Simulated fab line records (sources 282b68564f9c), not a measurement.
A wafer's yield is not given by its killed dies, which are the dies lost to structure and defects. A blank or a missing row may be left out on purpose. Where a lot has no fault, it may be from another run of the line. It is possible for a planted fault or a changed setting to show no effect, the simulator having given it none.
Which tool is to blame? -- flow ritCmos -- 14 lots with 42 wafers sampled at 2 steps, on a route of 202 steps

## WHAT EACH GAUGE READ, for each wafer
No reading from a measuring or inspecting step in the record can be judged against a usual standard deviation.

## EACH LOT AND THE TOOL THAT RAN IT (in order: tool; ch and the chambers of the sampled wafers; start)
lot,RIT_NWELL_IMPLANT_08,RIT_M1_PROBE_99
L488,"implanter-03 ch 0, day 2 05:18",-
L489,"implanter-03 ch 0, day 2 08:29",-
L491,"implanter-03 ch 0, day 2 17:45",-
L493,"implanter-02 ch 0, day 3 04:22","prober-02, day 4 16:43"
L494,"implanter-03 ch 0, day 3 08:35","prober-01, day 4 21:14"
L495,"implanter-02 ch 0, day 3 15:56","prober-02, day 5 06:49"
L496,"implanter-02 ch 0, day 3 20:04","prober-01, day 5 09:04"
L499,"implanter-03 ch 0, day 4 10:23","prober-02, day 5 23:25"
L500,"implanter-01 ch 0, day 4 14:00",-
L501,"implanter-03 ch 0, day 4 20:40",-
L507,"implanter-01 ch 0, day 6 08:26","prober-02, day 7 23:38"
L508,"implanter-02 ch 0, day 6 10:59",-
L509,"implanter-01 ch 0, day 6 11:18","prober-02, day 8 06:45"
L510,"implanter-02 ch 0, day 6 20:11","prober-01, day 8 10:56"
- RIT_NWELL_IMPLANT_08
- RIT_M1_PROBE_99

## AS READ BY THE TOOLS THEMSELVES (means over the sampled wafers that have a number; for cases with no such wafer, the mark the record gives instead)
RIT_NWELL_IMPLANT_08.
lot,tool,tiltDeg (degrees)
L488,implanter-03,6.993
L489,implanter-03,6.993
L491,implanter-03,6.997
L493,implanter-02,7.021
L494,implanter-03,6.973
L495,implanter-02,7.007
L496,implanter-02,7.014
L499,implanter-03,8.461
L500,implanter-01,7.010
L501,implanter-03,8.479
L507,implanter-01,7.010
L508,implanter-02,7.022
L509,implanter-01,6.982
L510,implanter-02,6.992

RIT_M1_PROBE_99.
lot,tool,killed_at_M0_to_M3,killedAtContacts,killedAtFrontEnd,killedDies,killedOpen,killedShort
L493,prober-02,0.0,0.3,8.7,9.0,4.0,5.0
L494,prober-01,0.0,0.0,6.7,6.7,3.0,3.3
L495,prober-02,0.0,0.3,3.7,4.0,2.3,1.7
L496,prober-01,0.0,0.0,5.7,5.7,3.0,2.7
L499,prober-02,0.0,0.0,7.3,7.3,3.7,3.7
L507,prober-02,0.0,0.0,4.0,4.0,2.3,1.7
L509,prober-02,0.0,0.0,6.7,6.7,3.0,3.7
L510,prober-01,0.0,0.0,3.3,3.3,1.7,1.7

## THE ANSWER, worked out from the rows above alone
Rule: usual is defined by the lots themselves. The widest of any qualifying gaps counts: lots, ordered by their means at a reading, are off when they make up no more than a third of the lots, leave a main group of 4 or more, and stand apart from it by 3 or more times the standard deviation of that group's means. A main group whose means are all the same, to the digits that the tables above print for the reading, isn't used. A lot without any number at a reading at which 4 lots or more have one is off too. The other lots that the step has rows for count as sound. First the gauges in route order, then the tools' own readings, where a lot's mean is used as printed above. The first step at which some lot is off is used, and at that step the reading that is off furthest; a lot without a number counts as furthest.
Off: L499, L501 (RIT_NWELL_IMPLANT_08, tiltDeg). The main group: mean 7.001 degrees, standard deviation 0.015.
A tool fits if, at that step or a process step before it, it ran every lot that is off, and no sound lot after the first of them. One candidate fits, namely implanter-03 at RIT_NWELL_IMPLANT_08. A fault onset in the window from L494 (day 3 08:35, its last sound lot) to L499 (day 4 10:23, its first lot off) fits.
The tool's own readings at RIT_NWELL_IMPLANT_08 bear it out: on the lots that are off they differ by more than 5 times the standard deviation of the sound lots' means. tiltDeg reads 8.470 degrees there against 7.001 degrees on the sound lots.

## WHAT THE SIMULATOR HAD PUT IN
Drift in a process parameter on implanter-03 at RIT_NWELL_IMPLANT_08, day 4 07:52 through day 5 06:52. Setting tiltDeg, moved by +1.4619, from 7. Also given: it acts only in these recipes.
Struck lots among those shown: L499, L501. This agrees with what the rule above found.
